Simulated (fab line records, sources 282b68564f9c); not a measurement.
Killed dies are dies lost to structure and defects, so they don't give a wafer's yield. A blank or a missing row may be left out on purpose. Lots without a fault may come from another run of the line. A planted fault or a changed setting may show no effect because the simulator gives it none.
Split-lot experiment | flow rit_cmos | 5 lots, 23 wafers read, on a route of 202 steps

THE SPLIT
At RIT_GATE_CVD_08 (deposits poly-Si from SiH4, target thk 250 nm, time 2220 s), the setting temp_c was moved away from the recipe's 610 C on 15 of the 23 wafers read, by -2.7% to +2.8%. The other wafers ran this setting at the recipe's value.

FROM THE SPLIT TO THE READING: what the file shows between them, 6 steps
- RIT_GATE_THK_MEAS_09
- RIT_GATE_EXPOSE_13: exposes mask M6, target cd 150 nm (also split here: dose_mj)
- RIT_GATE_PEB_14
- RIT_GATE_DEVELOP_15: develop time 50 s
- RIT_GATE_CD_MEAS_16: target cd 150 nm
- RIT_GATE_HARDBAKE_18: time 60 s

THE READING
oes_product_au, in a.u., at RIT_GATE_ETCH_19 (etches poly-Si in SF6/CHF3/O2, stops on SiO2, time 165 s, target depth 312.5 nm). Fault-free wafers of this fab line usually give 0.857 a.u., standard deviation 0.014 a.u..

wafer  | tool, chamber at the split | temp_c as run, C | against the recipe | oes_product_au, a.u. | against lot-mates on the recipe
L074.1 | -, -                       | 627              | +2.8%              | 1.013                | no lot-mate on the recipe
L074.2 | -, -                       | 627              | +2.8%              | 1.043                | no lot-mate on the recipe
L074.3 | -, -                       | 627              | +2.8%              | 1.016                | no lot-mate on the recipe
L074.5 | -, -                       | 627              | +2.8%              | 1.018                | no lot-mate on the recipe
L074.6 | -, -                       | 627              | +2.8%              | 0.982                | no lot-mate on the recipe
L076.1 | lpcvd-01, 1                | 610              | recipe             | 0.883                | -
L076.2 | lpcvd-01, 1                | 610              | recipe             | 0.858                | -
L076.6 | lpcvd-01, 1                | 610              | recipe             | 0.859                | -
L079.1 | -, -                       | 593.6            | -2.7%              | 0.646                | no lot-mate on the recipe
L079.2 | -, -                       | 593.6            | -2.7%              | 0.642                | no lot-mate on the recipe
L079.3 | -, -                       | 593.6            | -2.7%              | 0.661                | no lot-mate on the recipe
L079.4 | -, -                       | 593.6            | -2.7%              | 0.642                | no lot-mate on the recipe
L079.6 | -, -                       | 593.6            | -2.7%              | 0.633                | no lot-mate on the recipe
L080.2 | -, -                       | 615.1            | +0.8%              | 0.912                | no lot-mate on the recipe
L080.3 | -, -                       | 615.1            | +0.8%              | 0.942                | no lot-mate on the recipe
L080.4 | -, -                       | 615.1            | +0.8%              | 0.948                | no lot-mate on the recipe
L080.5 | -, -                       | 615.1            | +0.8%              | 0.941                | no lot-mate on the recipe
L080.6 | -, -                       | 615.1            | +0.8%              | 0.925                | no lot-mate on the recipe
L083.1 | -, -                       | 610              | recipe             | 0.856                | -
L083.2 | -, -                       | 610              | recipe             | 0.858                | -
L083.3 | -, -                       | 610              | recipe             | 0.837                | -
L083.4 | -, -                       | 610              | recipe             | 0.869                | -
L083.6 | -, -                       | 610              | recipe             | 0.840                | -

THE FIT
A straight line over all 23 wafers: oes_product_au changes by +0.0689 a.u. for each +1% of temp_c; r = +0.98; the points scatter about the line by 0.026 a.u..
Too few moved wafers have a lot-mate on the recipe to fit a line with each lot's own level taken away.

THE WHOLE CHAIN: every reading that the file lists as answering this split, in the file's order
step                 | what it does                                                                    | reading                                                                        | change (the file's fit)                 | r (the file's)
RIT_GATE_CVD_08      | deposits poly-Si from SiH4, target thk 250 nm, time 2220 s                      | poly-Si_of_GATE_CVD_08.thk_nm (the simulator's own value, which no gauge read) | +37.6 nm for each +1% of the setting    | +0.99
RIT_GATE_THK_MEAS_09 |                                                                                 | GATE_POLY_THK                                                                  | +37.7 for each +1% of the setting       | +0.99
RIT_GATE_ETCH_19     | etches poly-Si in SF6/CHF3/O2, stops on SiO2, time 165 s, target depth 312.5 nm | oes_product_au                                                                 | +0.069 a.u. for each +1% of the setting | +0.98
RIT_GATE_ETCH_19     | etches poly-Si in SF6/CHF3/O2, stops on SiO2, time 165 s, target depth 312.5 nm | GATE.feature_depth_nm (the simulator's own value, which no gauge read)         | +28.4 nm for each +1% of the setting    | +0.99
RIT_GATE_ETCH_19     | etches poly-Si in SF6/CHF3/O2, stops on SiO2, time 165 s, target depth 312.5 nm | etch.depth_nm (the simulator's own value, which no gauge read)                 | +28.4 nm for each +1% of the setting    | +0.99
RIT_M1_PROBE_99      |                                                                                 | etest.nplus_sal.width_nm (the simulator's own value, which no gauge read)      | -54.5 nm for each +1% of the setting    | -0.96
RIT_M1_PROBE_99      |                                                                                 | etest.pplus_sal.width_nm (the simulator's own value, which no gauge read)      | -57.6 nm for each +1% of the setting    | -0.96
RIT_M1_PROBE_99      |                                                                                 | etest.nmos_0p3.r_on_ohm_um (the simulator's own value, which no gauge read)    | +258 for each +1% of the setting        | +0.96

THE FILE'S OWN FIT
oes_product_au changes by +0.069 a.u. for each +1% of temp_c, r = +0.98.
